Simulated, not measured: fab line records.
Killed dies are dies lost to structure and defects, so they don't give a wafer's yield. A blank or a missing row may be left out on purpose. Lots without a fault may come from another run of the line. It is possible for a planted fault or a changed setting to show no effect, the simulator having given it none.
fab line records	flow berkeley-cmos170	part 1 of 2: steps 1 to 24 of 33
[record] lots = 5	wafers = 15	last-day = 11
route steps=331 shown PWELL@37 WELLDRIVE@55 ACTIVE@60
lots with no fault: from the same line, run without faults
start-h: hours from the record's opening day to when the first of the lot's shown wafers began	wait-h: hours elapsed since this lot's preceding step	" same as the row above	L1.1+2: a single row standing in for several wafers	- no value present, or no start provided	* or withheld: withheld	< > ~ a bound
route shown NAME@n: a module of which the file shows steps, and the number in the route of the first	usual: average and standard deviation across the fault-free wafers	same: alike in all rows	chamber/n: place in a boat	sites: the reading at each site	_std_site: the values' standard deviation	_edge_site: inner sites' mean taken away from outer sites' mean	radius-mm: for every site, how far away it sits from the centre of the wafer	mask NAME#n: copy n	behind: the last tool/chamber to shape the wafer	hold: why the lot was held/for how many hours/how that ended	device: the n, p or np transistor that did not switch	end of line: the tests these same wafers got at the end of their route	for a step that has no rows: nothing shown but its recipe	killed: dies lost to structure and defects at the first sort, not the wafer's yield	map: shows each die of a wafer: x if killed, . if not, _ if none is there
set.NAME: the setting as run; set.NAME@STEP: as run at that earlier step	model.NAME: the simulator's own value behind a step, which no gauge read
certain route steps with their lots: each step a table, each wafer a row
services: the hour from which a tool's chamber was out of use, counted from the record's first day as start-h (under 0 if before that day), plus the number of hours and why
[[steps]]
[step UCB170_PWELL_THK_MEAS_03]
[recipe] reads = SiO2_of_PWELL_OXIDATION_02
[usual] PWELL_OXIDE_THK = 26.6/0.47
lot.wafer	tool	chamber	start-h	wait-h	PWELL_OXIDE_THK[nm]
L076.1	film-metro-04	-	47.95	0.0	26.4
L076.3	"	-	"	"	26.4
L076.4	"	-	"	"	26.9
L084.3	film-metro-01	-	90.14	0.0	27.0
L084.5	"	-	"	"	27.1
L084.6	"	-	"	"	27.1
L086.2	film-metro-03	-	98.86	0.1	27.5
L086.4	"	-	"	"	26.9
L086.6	"	-	"	"	26.9
L090.1	film-metro-01	-	121.23	0.0	26.5
L090.3	"	-	"	"	26.8
L090.5	"	-	"	"	26.5
L097.1	film-metro-01	-	160.15	0.0	25.6
L097.3	"	-	"	"	26.1
L097.4	"	-	"	"	26.6
[step UCB170_PWELL_ANNEAL_04]
[recipe] temp-c = 1000	time-s = 900	ambient = N2
[usual] tube-center-temp-C = 1000.0/0.1	zone-power-centre-pct = 48.3/2.1
lot.wafer	tool	chamber	start-h	wait-h	tube-center-temp-C	zone-power-centre-pct
L076.1	furnace-02	0	50.70	2.7	1000.0	47.9
L076.3	"	0	"	"	999.92	48.3
L076.4	"	0	"	"	999.87	48.6
L084.3	furnace-04	0	94.15	4.0	1000.1	45.7
L084.5	"	0	"	"	999.96	46.2
L084.6	"	0	"	"	999.95	46.1
L086.2	furnace-01	0	101.56	2.7	999.99	51.7
L086.4	"	0	"	"	999.97	52.0
L086.6	"	0	"	"	1000.1	51.6
L090.1	furnace-02	0	123.98	2.7	1000.0	47.0
L090.3	"	0	"	"	1000.0	48.3
L090.5	"	0	"	"	999.97	48.8
L097.1	furnace-02	0	165.75	5.6	999.90	47.3
L097.3	"	0	"	"	999.79	49.1
L097.4	"	0	"	"	1000.1	48.3
[step UCB170_PWELL_CVD_05]
[recipe] material = Si3N4	target-thk-nm = 220	temp-c = 800	precursor = SiH2Cl2/NH3	time-s = 3300	pressure-mtorr = 200	sih2cl2-flow-sccm = 25	nh3-flow-sccm = 72.82
[usual] susceptor-temp-C = 799.9/0.4	zone-power-centre-pct = 34.8/2.3
lot.wafer	tool	chamber	start-h	wait-h	susceptor-temp-C	zone-power-centre-pct
L076.1	lpcvd-01	1	51.95	0.0	799.9	37.0
L076.3	"	1	"	"	800.2	36.8
L076.4	"	1	"	"	800.2	36.7
L084.3	lpcvd-01	0	95.40	0.0	799.3	34.2
L084.5	"	0	"	"	799.1	34.7
L084.6	"	0	"	"	799.6	34.7
L086.2	lpcvd-01	1	102.81	0.0	799.5	37.1
L086.4	"	1	"	"	799.8	36.3
L086.6	"	1	"	"	799.5	37.2
L090.1	lpcvd-01	1	125.23	0.0	800.1	36.9
L090.3	"	1	"	"	800.1	37.5
L090.5	"	1	"	"	799.5	37.0
L097.1	lpcvd-02	1	167.00	0.0	800.1	31.6
L097.3	"	1	"	"	800.0	31.8
L097.4	"	1	"	"	800.0	31.1
[step UCB170_PWELL_THK_MEAS_06]
[recipe] reads = Si3N4_of_PWELL_CVD_05
[usual] PWELL_NITRIDE_THK = 215.1/2.3
lot.wafer	tool	chamber	start-h	wait-h	PWELL_NITRIDE_THK[nm]
L076.1	film-metro-01	-	53.86	0.0	218.0
L076.3	"	-	"	"	218.1
L076.4	"	-	"	"	217.8
L084.3	film-metro-01	-	97.33	0.0	213.5
L084.5	"	-	"	"	214.3
L084.6	"	-	"	"	214.4
L086.2	film-metro-03	-	104.75	0.0	216.3
L086.4	"	-	"	"	216.7
L086.6	"	-	"	"	218.1
L090.1	film-metro-03	-	127.15	0.0	211.5
L090.3	"	-	"	"	211.7
L090.5	"	-	"	"	209.6
L097.1	film-metro-04	-	168.92	0.0	216.1
L097.3	"	-	"	"	214.7
L097.4	"	-	"	"	215.2
[step UCB170_PWELL_HMDS_07]
[recipe] prime-time-s = 60	prime-temp-c = 100
[usual] chill-plate-temp-C = 23.04/0.094
lot.wafer	tool	chamber	start-h	wait-h	chill-plate-temp-C
L076.1	litho-track-01	0	54.33	0.5	23.05
L076.3	"	0	"	"	22.89
L076.4	"	0	"	"	22.88
L084.3	litho-track-01	0	97.59	0.2	23.05
L084.5	"	0	"	"	23.01
L084.6	"	0	"	"	23.14
L086.2	litho-track-01	0	104.88	0.1	23.12
L086.4	"	0	"	"	23.13
L086.6	"	0	"	"	23.23
L090.1	litho-track-01	0	127.21	0.1	22.84
L090.3	"	0	"	"	23.02
L090.5	"	0	"	"	23.04
L097.1	litho-track-02	0	168.98	0.1	23.04
L097.3	"	0	"	"	23.09
L097.4	"	0	"	"	22.96
[step UCB170_PWELL_COAT_08]
[recipe] resist = KrF	spin-rpm = 1500	resist-thk-nm = 900
[usual] chill-plate-temp-C = 22.99/0.093	dispense-pressure-kPa = 49.7/1.8
lot.wafer	tool	chamber	start-h	wait-h	chill-plate-temp-C	dispense-pressure-kPa
L076.1	litho-track-01	0	54.48	0.1	22.94	48.4
L076.3	"	0	"	"	23.03	48.3
L076.4	"	0	"	"	23.08	48.3
L084.3	litho-track-01	0	97.74	0.1	23.01	48.3
L084.5	"	0	"	"	22.99	48.3
L084.6	"	0	"	"	22.99	48.3
L086.2	litho-track-01	0	105.03	0.1	22.94	48.3
L086.4	"	0	"	"	23.05	48.3
L086.6	"	0	"	"	23.07	48.3
L090.1	litho-track-01	0	127.36	0.1	23.13	48.4
L090.3	"	0	"	"	23.02	48.3
L090.5	"	0	"	"	22.98	48.3
L097.1	litho-track-02	0	169.13	0.1	22.86	52.7
L097.3	"	0	"	"	22.95	52.7
L097.4	"	0	"	"	22.88	52.7
[step UCB170_PWELL_SOFTBAKE_09]
[recipe] resist = KrF	temp-c = 130	time-s = 60
[usual] chill-plate-temp-C = 22.99/0.11	heater-power-total-W = 56.80/0.043
lot.wafer	tool	chamber	start-h	wait-h	chill-plate-temp-C	heater-power-total-W
L076.1	litho-track-01	0	54.63	0.1	23.06	56.79
L076.3	"	0	"	"	23.02	56.83
L076.4	"	0	"	"	23.08	56.82
L084.3	litho-track-01	0	97.89	0.1	23.15	56.83
L084.5	"	0	"	"	23.09	56.80
L084.6	"	0	"	"	23.12	56.86
L086.2	litho-track-01	0	105.18	0.1	23.05	56.85
L086.4	"	0	"	"	23.08	56.78
L086.6	"	0	"	"	23.09	56.74
L090.1	litho-track-01	0	127.51	0.1	22.96	56.81
L090.3	"	0	"	"	22.88	56.75
L090.5	"	0	"	"	22.91	56.81
L097.1	litho-track-02	0	169.28	0.1	22.92	56.88
L097.3	"	0	"	"	22.92	56.79
L097.4	"	0	"	"	22.89	56.76
[step UCB170_PWELL_EXPOSE_10]
[recipe] mask-id = PWELL	target-cd-nm = 3000	na = 0.5	sigma-outer = 0.6	source-shape = conventional	dose-mj = 19
[usual] exposure-dose-mJ-cm2 = 19.005/0.02	focus-offset-nm = 0.1/0.49
[same] na = 0.5
lot.wafer	tool	chamber	start-h	wait-h	mask	exposure-dose-mJ-cm2	focus-offset-nm
L076.1	krf-scanner-01	0	54.90	0.2	PWELL#0	19.019	0.2
L076.3	"	0	"	"	PWELL#0	19.009	0.0
L076.4	"	0	"	"	PWELL#0	18.961	-0.4
L084.3	krf-scanner-01	0	98.03	0.1	PWELL#0	19.012	1.3
L084.5	"	0	"	"	PWELL#0	19.039	0.8
L084.6	"	0	"	"	PWELL#0	18.992	1.2
L086.2	krf-scanner-02	0	105.33	0.1	PWELL#0	18.970	-0.5
L086.4	"	0	"	"	PWELL#0	19.012	0.0
L086.6	"	0	"	"	PWELL#0	19.005	0.1
L090.1	krf-scanner-02	0	127.79	0.2	PWELL#0	18.982	0.8
L090.3	"	0	"	"	PWELL#0	19.008	0.3
L090.5	"	0	"	"	PWELL#0	18.979	0.0
L097.1	krf-scanner-02	0	169.60	0.3	PWELL#0	19.010	-0.6
L097.3	"	0	"	"	PWELL#0	19.005	0.0
L097.4	"	0	"	"	PWELL#0	19.007	-0.4
[step UCB170_PWELL_PEB_11]
[recipe] peb-temp-c = 130	peb-time-s = withheld	resist = KrF
[usual] chill-plate-temp-C = 23.01/0.11	heater-power-total-W = 56.81/0.04
lot.wafer	tool	chamber	start-h	wait-h	chill-plate-temp-C	heater-power-total-W
L076.1	litho-track-02	0	55.23	0.3	23.31	56.85
L076.3	"	0	"	"	23.23	56.85
L076.4	"	0	"	"	23.22	56.74
L084.3	litho-track-03	0	98.29	0.2	22.91	56.76
L084.5	"	0	"	"	22.91	56.84
L084.6	"	0	"	"	22.96	56.76
L086.2	litho-track-01	0	105.78	0.4	22.95	56.84
L086.4	"	0	"	"	22.96	56.78
L086.6	"	0	"	"	22.94	56.78
L090.1	litho-track-03	0	127.90	0.1	22.72	56.86
L090.3	"	0	"	"	22.80	56.81
L090.5	"	0	"	"	22.94	56.80
L097.1	litho-track-02	0	169.72	0.1	23.07	56.74
L097.3	"	0	"	"	23.04	56.86
L097.4	"	0	"	"	23.15	56.83
[step UCB170_PWELL_DEVELOP_12]
[recipe] developer = TMAH	develop-time-s = 45	resist = KrF	dev-temp-c = 21
[usual] chill-plate-temp-C = 23.02/0.11	developer-temp-C = 21.00/0.11
lot.wafer	tool	chamber	start-h	wait-h	chill-plate-temp-C	developer-temp-C
L076.1	litho-track-02	0	-	-	22.85	20.88
L076.3	"	0	"	"	23.01	20.90
L076.4	"	0	"	"	23.03	20.91
L084.3	litho-track-03	0	-	-	22.84	20.88
L084.5	"	0	"	"	23.06	20.97
L084.6	"	0	"	"	23.16	20.94
L086.2	litho-track-01	0	-	-	23.21	21.07
L086.4	"	0	"	"	23.13	21.22
L086.6	"	0	"	"	23.02	21.16
L090.1	litho-track-03	0	-	-	22.81	21.05
L090.3	"	0	"	"	22.94	21.09
L090.5	"	0	"	"	22.85	20.90
L097.1	litho-track-02	0	-	-	22.94	21.20
L097.3	"	0	"	"	22.97	21.13
L097.4	"	0	"	"	22.83	21.02
[step UCB170_PWELL_OVL_MEAS_13]
[usual] PWELL_OVL = -2/5.2
lot.wafer	tool	chamber	start-h	wait-h	PWELL_OVL[nm]
L076.1	overlay-01	-	55.51	-	1
L076.3	"	-	"	"	0
L076.4	"	-	"	"	-8
L084.3	overlay-01	-	98.52	-	-11
L084.5	"	-	"	"	-12
L084.6	"	-	"	"	-3
L086.2	overlay-02	-	106.04	-	0
L086.4	"	-	"	"	-2
L086.6	"	-	"	"	-5
L090.1	overlay-01	-	128.18	-	-3
L090.3	"	-	"	"	-8
L090.5	"	-	"	"	3
L097.1	overlay-02	-	169.99	-	-4
L097.3	"	-	"	"	-9
L097.4	"	-	"	"	-6
[step UCB170_PWELL_ETCH_14]
[recipe] chemistry = CH3F/Ar/O2	target = Si3N4	stop-on = SiO2	CH3F_flow_sccm = 20	Ar_flow_sccm = 50	O2_flow_sccm = 7	pressure-mtorr = 50	rf-w = 450	target-depth-a = 2420	over-etch-frac = 0.1	time-s = 151
[usual] chamber-pressure-mTorr = 50.00/0.05	drypump-motor-current-A = 5.7/0.44	oes-product-au = 0.934/0.012	throttle-valve-pct = 7.97/0.13
lot.wafer	tool	chamber	start-h	wait-h	chamber-pressure-mTorr	drypump-motor-current-A	oes-product-au	rf-hours-counter-h	throttle-valve-pct
L076.1	rie-diel-02	1	55.54	0.0	50.01	5.3	0.937	1	7.83
L076.3	"	0	"	"	50.09	5.7	0.925	153	8.22
L076.4	"	3	"	"	49.92	5.4	0.944	104	7.87
L084.3	rie-diel-01	0	98.55	0.0	50.03	5.5	0.924	62	8.02
L084.5	"	0	"	"	50.00	5.5	0.925	-	8.02
L084.6	"	3	"	"	49.98	5.8	0.930	-	7.82
L086.2	rie-diel-01	3	106.07	0.0	49.93	5.8	0.940	52	7.82
L086.4	"	3	"	"	49.89	5.8	0.937	-	7.82
L086.6	"	2	"	"	50.00	6.5	0.948	-	7.80
L090.1	rie-diel-01	2	128.21	0.0	49.94	6.5	0.938	63	7.81
L090.3	"	3	"	"	49.93	5.8	0.924	53	7.83
L090.5	"	2	"	"	50.13	6.5	0.929	-	7.82
L097.1	rie-diel-01	2	170.03	0.0	50.00	6.5	0.941	66	7.81
L097.3	"	3	"	"	49.98	5.8	0.931	55	7.84
L097.4	"	1	"	"	50.03	5.4	0.934	2	8.01
[step UCB170_PWELL_IMPLANT_15]
[recipe] species = B	dose-cm2 = 5e+12	energy-kev = 60	tilt-deg = 7
lot.wafer	tool	chamber	start-h	wait-h
L076.1+3+4	implanter-04	0	55.64	0.1
L084.3+5+6	implanter-02	0	98.70	0.1
L086.2+4+6	implanter-02	0	106.19	0.1
L090.1+3+5	implanter-03	0	128.31	0.1
L097.1+3+4	implanter-04	0	170.13	0.1
[step UCB170_PWELL_STRIP_16]
[recipe] chemistry = O2	power-w = 400	pressure-mtorr = 3500	platen-temp-c = withheld	o2-flow-sccm = 400	overash-fraction = 0.5
[usual] chamber-pressure-mTorr = 3500/3.2	drypump-motor-current-A = 5.5/0.57	oes-product-au = 0.721/0.0046	strip-time-to-endpoint-s = 18.07/0.082
lot.wafer	tool	chamber	start-h	wait-h	chamber-pressure-mTorr	drypump-motor-current-A	oes-product-au	rf-hours-counter-h	strip-time-to-endpoint-s
L076.1	plasma-asher-04	0	55.79	0.1	3503	4.7	0.720	36	18.09
L076.3	"	0	"	"	3507	4.7	0.727	-	18.14
L076.4	"	1	"	"	3500	6.0	0.719	-	18.12
L084.3	plasma-asher-04	1	98.83	0.1	3499	6.0	0.720	-	18.11
L084.5	"	1	"	"	3502	6.1	0.724	-	18.06
L084.6	"	0	"	"	3499	4.7	0.726	-	18.10
L086.2	plasma-asher-02	1	106.32	0.1	3499	5.9	0.722	39	17.97
L086.4	"	0	"	"	3503	5.2	0.724	-	17.89
L086.6	"	0	"	"	3506	5.2	0.722	-	17.91
L090.1	plasma-asher-02	0	128.46	0.1	3499	5.3	0.717	42	18.03
L090.3	"	1	"	"	3504	5.9	0.721	-	17.97
L090.5	"	0	"	"	3502	5.3	0.720	-	18.03
L097.1	plasma-asher-04	0	170.28	0.1	3500	4.7	0.720	49	17.94
L097.3	"	1	"	"	3499	6.0	0.718	-	17.98
L097.4	"	0	"	"	3498	4.7	0.718	-	18.06
[step UCB170_PWELL_TW_MEAS_17]
[usual] PWELL_TW = 383/3.9
lot.wafer	tool	chamber	start-h	wait-h	PWELL_TW
L076.1	film-metro-01	-	55.89	0.1	380
L076.3	"	-	"	"	379
L076.4	"	-	"	"	378
L084.3	film-metro-01	-	98.92	0.1	382
L084.5	"	-	"	"	383
L084.6	"	-	"	"	380
L086.2	film-metro-01	-	106.43	0.1	382
L086.4	"	-	"	"	382
L086.6	"	-	"	"	381
L090.1	film-metro-04	-	128.56	0.1	389
L090.3	"	-	"	"	390
L090.5	"	-	"	"	389
L097.1	film-metro-01	-	170.38	0.1	381
L097.3	"	-	"	"	379
L097.4	"	-	"	"	378
[step UCB170_PWELL_CLEAN_18]
[recipe] chemistry = SPM	temp-c = 120	time-s = 600
[usual] bath-guard-temp-C = 120.1/0.62
lot.wafer	tool	chamber	start-h	wait-h	bath-guard-temp-C
L076.1	wet-bench-02	0	55.95	0.1	120.6
L076.3	"	0	"	"	120.5
L076.4	"	0	"	"	120.6
L084.3	wet-bench-01	1	98.96	0.0	120.1
L084.5	"	1	"	"	120.5
L084.6	"	1	"	"	120.5
L086.2	wet-bench-01	3	106.48	0.0	120.0
L086.4	"	3	"	"	119.8
L086.6	"	3	"	"	120.0
L090.1	wet-bench-02	2	129.66	1.1	119.0
L090.3	"	2	"	"	118.6
L090.5	"	2	"	"	118.7
L097.1	wet-bench-01	0	170.44	0.1	119.8
L097.3	"	0	"	"	120.0
L097.4	"	0	"	"	119.9
[step UCB170_PWELL_WET_ETCH_19]
[recipe] chemistry = H3PO4	target = Si3N4	temp-c = 160	time-s = 14400
[usual] bath-guard-temp-C = 159.9/0.61
lot.wafer	tool	chamber	start-h	wait-h	bath-guard-temp-C
L076.1	wet-bench-02	2	56.13	0.0	158.8
L076.3	"	2	"	"	159.0
L076.4	"	2	"	"	158.8
L084.3	wet-bench-04	3	99.13	0.0	159.6
L084.5	"	3	"	"	159.9
L084.6	"	3	"	"	159.4
L086.2	wet-bench-01	0	106.65	0.0	160.1
L086.4	"	0	"	"	160.1
L086.6	"	0	"	"	160.0
L090.1	wet-bench-02	0	129.86	0.0	160.5
L090.3	"	0	"	"	160.5
L090.5	"	0	"	"	160.3
L097.1	wet-bench-01	0	170.82	0.2	159.9
L097.3	"	0	"	"	160.0
L097.4	"	0	"	"	160.1
[step UCB170_PWELL_WET_ETCH_20]
[recipe] chemistry = BOE	dilution = 5:1	target = SiO2	temp-c = 25	time-s = 22
lot.wafer	tool	chamber	start-h	wait-h
L076.1+3+4	wet-bench-01	2	60.14	0.0
L084.3+5+6	wet-bench-01	3	103.32	0.2
L086.2+4+6	wet-bench-04	1	111.16	0.5
L090.1+3+5	wet-bench-04	0	134.24	0.0
L097.1+3+4	wet-bench-02	3	175.20	0.0
[step UCB170_WELLDRIVE_CLEAN_00]
[recipe] chemistry = SPM	temp-c = 120	time-s = 600
[usual] bath-guard-temp-C = 119.8/0.66
lot.wafer	tool	chamber	start-h	wait-h	bath-guard-temp-C
L076.1	wet-bench-01	0	60.15	0.0	120.2
L076.3	"	0	"	"	120.3
L076.4	"	0	"	"	120.2
L084.3	wet-bench-01	1	103.51	0.2	120.5
L084.5	"	1	"	"	120.3
L084.6	"	1	"	"	120.3
L086.2	wet-bench-02	3	111.33	0.2	119.7
L086.4	"	3	"	"	120.4
L086.6	"	3	"	"	119.6
L090.1	wet-bench-04	2	134.25	0.0	119.5
L090.3	"	2	"	"	119.2
L090.5	"	2	"	"	119.2
L097.1	wet-bench-02	2	175.21	0.0	118.8
L097.3	"	2	"	"	118.9
L097.4	"	2	"	"	118.9
[step UCB170_WELLDRIVE_OXIDATION_01]
[recipe] temp-c = 1100	ambient = O2	target-thk-a = 1990	ox-time-s = 9000
[usual] tube-center-temp-C = 1100/0.1	zone-power-centre-pct = 54/4.7
lot.wafer	tool	chamber	start-h	wait-h	tube-center-temp-C	zone-power-centre-pct
L076.1	furnace-02	0	62.72	2.4	1099.8	54
L076.3	"	0	"	"	1100.1	55
L076.4	"	0	"	"	1100.1	54
L084.3	furnace-01	0	105.81	2.1	1100	58
L084.5	"	0	"	"	1100.1	58
L084.6	"	0	"	"	1100	58
L086.2	furnace-01	0	113.97	2.5	1100	59
L086.4	"	0	"	"	1099.8	58
L086.6	"	0	"	"	1100.1	58
L090.1	furnace-01	0	137.36	2.9	1099.9	58
L090.3	"	0	"	"	1100	58
L090.5	"	0	"	"	1100.1	60
L097.1	furnace-02	0	179.03	3.6	1100.1	54
L097.3	"	0	"	"	1099.8	55
L097.4	"	0	"	"	1099.9	54
[step UCB170_WELLDRIVE_THK_MEAS_02]
[recipe] reads = SiO2_of_WELLDRIVE_OXIDATION_01
[usual] WELLDRIVE_OXIDE_THK = 200/3.2
lot.wafer	tool	chamber	start-h	wait-h	WELLDRIVE_OXIDE_THK[nm]
L076.1	film-metro-03	-	66.22	0.0	200
L076.3	"	-	"	"	197
L076.4	"	-	"	"	198
L084.3	film-metro-02	-	109.33	0.0	207
L084.5	"	-	"	"	204
L084.6	"	-	"	"	207
L086.2	film-metro-02	-	117.48	0.0	196
L086.4	"	-	"	"	200
L086.6	"	-	"	"	198
L090.1	film-metro-01	-	140.86	0.0	198
L090.3	"	-	"	"	198
L090.5	"	-	"	"	200
L097.1	film-metro-03	-	182.53	0.0	202
L097.3	"	-	"	"	197
L097.4	"	-	"	"	198
[step UCB170_WELLDRIVE_ANNEAL_03]
[recipe] temp-c = 1100	time-s = 900	ambient = N2
[usual] tube-center-temp-C = 1100/0.099	zone-power-centre-pct = 53/5.9
lot.wafer	tool	chamber	start-h	wait-h	tube-center-temp-C	zone-power-centre-pct
L076.1	furnace-01	0	67.49	1.3	1099.9	58
L076.3	"	0	"	"	1099.9	57
L076.4	"	0	"	"	1100.1	58
L084.3	furnace-02	0	111.12	1.8	1100	55
L084.5	"	0	"	"	1100.1	54
L084.6	"	0	"	"	1100.1	53
L086.2	furnace-01	0	120.47	3.0	1099.9	58
L086.4	"	0	"	"	1099.9	59
L086.6	"	0	"	"	1100	57
L090.1	furnace-01	0	142.11	1.2	1100	59
L090.3	"	0	"	"	1100	57
L090.5	"	0	"	"	1100.1	57
L097.1	furnace-02	0	183.87	1.3	1099.9	54
L097.3	"	0	"	"	1100.1	54
L097.4	"	0	"	"	1099.9	54
[step UCB170_WELLDRIVE_WET_ETCH_04]
[recipe] chemistry = BOE	dilution = 5:1	target = SiO2	temp-c = 25	time-s = 120
lot.wafer	tool	chamber	start-h	wait-h
L076.1+3+4	wet-bench-01	0	68.74	0.0
L084.3+5+6	wet-bench-04	3	112.37	0.0
L086.2+4+6	wet-bench-04	3	121.72	0.0
L090.1+3+5	wet-bench-02	2	146.61	3.3
L097.1+3+4	wet-bench-01	2	185.82	0.7
[step UCB170_ACTIVE_CLEAN_00]
[recipe] chemistry = SPM	temp-c = 120	time-s = 600
[usual] bath-guard-temp-C = 120.0/0.5
lot.wafer	tool	chamber	start-h	wait-h	bath-guard-temp-C
L076.1	wet-bench-04	2	68.78	0.0	119.5
L076.3	"	2	"	"	119.5
L076.4	"	2	"	"	119.4
L084.3	wet-bench-04	2	112.41	0.0	119.4
L084.5	"	2	"	"	118.9
L084.6	"	2	"	"	119.2
L086.2	wet-bench-01	3	121.76	0.0	120.0
L086.4	"	3	"	"	120.3
L086.6	"	3	"	"	120.0
L090.1	wet-bench-01	3	147.26	0.6	120.3
L090.3	"	3	"	"	120.5
L090.5	"	3	"	"	120.4
L097.1	wet-bench-01	3	186.26	0.4	120.2
L097.3	"	3	"	"	120.2
L097.4	"	3	"	"	120.2
